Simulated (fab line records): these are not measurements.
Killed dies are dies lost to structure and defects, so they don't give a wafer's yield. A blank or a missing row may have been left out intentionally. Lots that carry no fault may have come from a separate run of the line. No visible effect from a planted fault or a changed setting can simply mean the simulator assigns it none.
The same fault as seen by 2 desks	flow berkeley cmos170	every desk sees just its own numbers, and what lay behind them comes last

== FOR THE TOOL OWNER'S DESK: furnace-02 ==
The tool's own readings at UCB170_WELLDRIVE_OXIDATION_01 (target thk 199 nm, ox time 9000 s): means of the sampled wafers that have a number, for each lot that ran on this tool. Marked OUT: a lot whose mean sits more than 4 standard deviations from the usual mean, which makes it out of limits; the brackets give that distance.
Columns: A = spike tc centre C at UCB170_WELLDRIVE_OXIDATION_01, usual 1103.2 C; B = spike tc load C at UCB170_WELLDRIVE_OXIDATION_01, usual 1127.5 C; C = spike tc source C at UCB170_WELLDRIVE_OXIDATION_01, usual 1125 C; D = tube center temp C at UCB170_WELLDRIVE_OXIDATION_01, usual 1100 C; E = tube_center_temp_C_max at UCB170_WELLDRIVE_OXIDATION_01, usual 1102.8; F = zone power load pct at UCB170_WELLDRIVE_OXIDATION_01, usual 42 %; G = zone power source pct at UCB170_WELLDRIVE_OXIDATION_01, usual 45 %
lot	first seen here	A	B	C	D	E	F	G
L577	day 3 05:52	1103.9	1127.6	1125	1100	1102.5	43	41
L582	day 4 08:59	1102.5	1128.6	1126	1100	1102.8	43	42
L583	day 4 19:35	1102.6	1127.9	1126	1100	1102.9	43	42
L584	day 4 19:35	1102.1	1128.6	1125	1100	1102.8	44	41
L585	day 5 01:59	971.0 (-99 or more) OUT	994.7 (-99 or more) OUT	993 (-37) OUT	969 (-99 or more) OUT	971.1 (-99 or more) OUT	32	31
L586	day 5 08:14	971.8 (-99 or more) OUT	995.4 (-99 or more) OUT	994 (-36) OUT	969 (-99 or more) OUT	971.2 (-99 or more) OUT	32	31
L588	day 5 22:56	971.8 (-99 or more) OUT	994.7 (-99 or more) OUT	992 (-37) OUT	969 (-99 or more) OUT	971.5 (-99 or more) OUT	32	31
Finding of this desk: L585, L586, L588 out of limits; the first was L585 at day 5 01:59, on spike tc centre C at UCB170_WELLDRIVE_OXIDATION_01. In limits: L577, L582, L583, L584.

== METROLOGY DESK ==
Lot by lot, what the gauges showed, no matter which tool ran the lot: averages of those sampled wafers that carry a number. Marked OUT: a lot whose mean sits more than 4 standard deviations from the usual mean, which makes it out of limits; the brackets give that distance.
Columns: A = NWELL_NITRIDE_THK at UCB170_NWELL_THK_MEAS_05, usual 224.1 nm; B = WELLDRIVE_OXIDE_THK at UCB170_WELLDRIVE_THK_MEAS_02, usual 199 nm
lot	first seen here	A	B
L577	day 2 04:42	222.4	202
L579	day 2 13:47	226.3	193
L580	day 2 17:25	225.1	201
L582	day 3 02:15	220.8	194
L583	day 3 14:07	223.6	198
L584	day 3 14:09	229.7	201
L585	day 3 20:57	222.2	73 (-38) OUT
L586	day 4 02:02	225.9	72 (-39) OUT
L587	day 4 11:17	222.4	199
L588	day 4 16:03	226.8	65 (-41) OUT
L595	day 6 05:59	219.5	199
L596	day 6 05:59	222.8	201
L597	day 6 14:34	226.0	202
L598	day 6 17:22	224.2	201
L600	day 6 18:26	220.4	203
This desk's finding: out of limits on L585, L586, L588; first on L585, day 5 05:29 (WELLDRIVE_OXIDE_THK at UCB170_WELLDRIVE_THK_MEAS_02). In limits: L577, L579, L580, L582, L583, L584, L587, L595, L596, L597, L598, L600.

== BROUGHT TOGETHER ==
The tool owner's desk had the chance to raise an alarm at day 5 01:59 on L585, L586, L588.
On L585, L586, L588, the metrology desk was in a position to raise an alarm at day 5 05:29.
UCB170_WELLDRIVE_OXIDATION_01 was run on furnace-02 by each of the lots named.

== WHAT WAS PUT IN BY THE SIMULATOR ==
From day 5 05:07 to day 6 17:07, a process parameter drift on furnace-02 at UCB170_WELLDRIVE_OXIDATION_01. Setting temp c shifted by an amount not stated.
Struck lots among those shown: L585, L586, L588.
